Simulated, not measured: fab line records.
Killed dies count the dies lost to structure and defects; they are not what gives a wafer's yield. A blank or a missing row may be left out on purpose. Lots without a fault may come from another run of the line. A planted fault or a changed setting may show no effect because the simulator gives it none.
Which tool was responsible? -- flow rit cmos -- 14 lots with 42 wafers sampled at 4 steps, on a route of 202 steps

## WHAT THE GAUGES READ, wafer by wafer
RIT_NWELL_OVL_MEAS_06. Usual: NWELL_OVL typically reads -0.8 nm, with standard deviation 1.3.
lot,measured,on,NWELL_OVL (nm),flag
L244,day 1 20:19,overlay-02,-0.5 -0.4 -2.4,
L245,day 2 02:42,overlay-02,-0.5 -0.7 -1.3,
L246,day 2 06:59,overlay-01,-2.4 -1.9 -3.7,
L247,day 2 13:55,overlay-02,1.6 -0.1 0.6,
L252,day 3 12:53,overlay-01,-2.2 0.0 0.9,
L253,day 3 17:26,overlay-01,0.4 -1.8 -1.2,
L254,day 4 04:01,overlay-01,-2.5 -1.3 -3.0,
L255,day 4 05:03,overlay-01,-1.1 1.2 -0.5,
L259,day 4 23:21,overlay-01,-0.4 -1.0 -1.8,
L262,day 5 14:23,overlay-02,1.1 -1.8 0.7,
L263,day 5 19:47,overlay-01,-0.4 -1.3 -0.8,
L265,day 6 05:23,overlay-01,-1.6 -1.7 -3.6,
L266,day 6 11:28,overlay-01,-1.5 -0.6 0.6,
L267,day 6 17:28,overlay-01,-1.1 -1.3 -1.9,

RIT_NRETRO_TW_MEAS_10. Usual: NRETRO_TW typically reads 1065, with standard deviation 5.
lot,measured,on,NRETRO_TW,flag
L244,day 2 05:53,film metro-02,1062 1061 1073,
L245,day 2 12:04,film metro-02,1065 1059 1066,
L246,day 2 18:32,film metro-01,1069 1065 1067,
L247,day 2 23:30,film metro-01,1062 1062 1067,
L252,day 3 22:33,film metro-01,1061 1056 1059,
L253,day 4 03:31,film metro-02,1077 1066 1064,
L254,day 4 13:22,film metro-01,1071 1070 1072,
L255,day 4 14:05,film metro-02,1073 1065 1063,
L259,day 5 08:29,film metro-03,1057 1062 1060,
L262,day 5 23:44,film metro-02,1067 1068 1060,
L263,day 6 04:58,film metro-01,1061 1072 1062,
L265,day 6 15:10,film metro-01,1064 1063 1068,
L266,day 6 20:38,film metro-02,1064 1065 1065,
L267,day 7 03:03,film metro-01,1068 1070 1071,

RIT_NSD_OVL_MEAS_06. Usual: NSD_OVL typically reads 0.2 nm, with standard deviation 1.4.
lot,measured,on,NSD_OVL (nm),flag
L244,day 3 03:04,overlay-01,-0.3 0.2 -0.6,
L245,day 3 09:04,overlay-02,-1.1 0.5 -0.1,
L246,day 3 11:27,overlay-02,-0.5 -0.6 -1.1,
L247,day 3 18:28,overlay-01,0.4 -1.6 -1.6,
L252,day 4 15:56,overlay-01,-0.2 1.7 0.6,
L253,day 4 22:31,overlay-01,0.2 0.0 0.9,
L254,day 5 06:14,overlay-01,-1.0 -1.1 -1.1,
L255,day 5 07:20,overlay-01,1.5 2.7 1.6,
L259,day 6 01:01,overlay-02,1.5 -0.8 -1.9,
L262,day 6 17:28,overlay-02,0.1 1.1 -0.9,
L263,day 6 23:29,overlay-02,-0.9 -0.7 -0.1,
L265,day 7 10:07,overlay-01,-0.1 1.8 1.2,
L266,day 7 15:28,overlay-02,-0.7 0.9 1.6,
L267,day 7 23:05,overlay-02,0.9 2.2 0.0,

## EACH LOT AND THE TOOL THAT RAN IT (in order: tool; ch and the chambers of the sampled wafers; start)
lot,RIT_PWELL_DEVELOP_05
L244,"litho track-03 ch 0, day 1 21:00"
L245,"litho track-04 ch 0, day 2 04:00"
L246,"litho track-03 ch 0, day 2 08:00"
L247,"litho track-03 ch 0, day 2 15:00"
L252,"litho track-03 ch 0, day 3 14:00"
L253,"litho track-04 ch 0, day 3 18:00"
L254,"litho track-04 ch 0, day 4 05:00"
L255,"litho track-03 ch 0, day 4 06:00"
L259,"litho track-01 ch 0, day 5 00:00"
L262,"litho track-04 ch 0, day 5 15:00"
L263,"litho track-04 ch 0, day 5 21:00"
L265,"litho track-03 ch 0, day 6 07:00"
L266,"litho track-01 ch 0, day 6 12:00"
L267,"litho track-03 ch 0, day 6 18:00"
- RIT_PWELL_DEVELOP_05: develop time 68 s.

## WHAT THE TOOLS THEMSELVES READ (means of the sampled wafers that have a number; where no wafer has one, the mark that the record gives instead)
RIT_PWELL_DEVELOP_05. Usual: developer temp C 22.98 C, standard deviation 0.12.
lot,tool,developer temp C (C),flag
L244,litho track-03,23.06,
L245,litho track-04,23.15,
L246,litho track-03,23.02,
L247,litho track-03,23.07,
L252,litho track-03,22.84,
L253,litho track-04,23.02,
L254,litho track-04,23.03,
L255,litho track-03,22.91,
L259,litho track-01,22.98,
L262,litho track-04,24.08,OFF
L263,litho track-04,23.85,OFF
L265,litho track-03,22.86,
L266,litho track-01,22.92,
L267,litho track-03,22.97,

## THE ANSWER, worked out from the rows above alone
Rule: a lot counts as off when the mean over its wafers that have a number is more than 3 standard deviations away from the usual mean. Also off: a lot with no number at a reading for which 4 or more lots have one. The other lots that the step has rows for count as sound. After the gauges, taken in route order, come the tools' own readings; for these a lot's mean is taken, as printed above. The first step at which some lot is off is used, and at that step the reading that is off furthest; a lot without a number counts as furthest.
Off: L262, L263 (RIT_PWELL_DEVELOP_05, developer temp C).
If a tool, at that step or one of the process steps before it, ran each lot that is off and ran no sound lot following the first of them, it fits. One fits: litho track-04 at RIT_PWELL_DEVELOP_05. Its last sound lot is L254 (day 4 05:00), its first lot that is off L262 (day 5 15:00): a fault that began between those two fits.
The tool's own readings at RIT_PWELL_DEVELOP_05 bear it out: on the lots that are off they differ by more than 5 times the standard deviation of the sound lots' means. developer temp C reads 23.96 C there against 22.99 C on the sound lots.

## WHAT HAD BEEN PUT IN BY THE SIMULATOR
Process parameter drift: litho track-04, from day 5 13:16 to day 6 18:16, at RIT_PWELL_DEVELOP_05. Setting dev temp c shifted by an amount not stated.
Struck lots among those shown: L262, L263. The rule above reached the same finding.
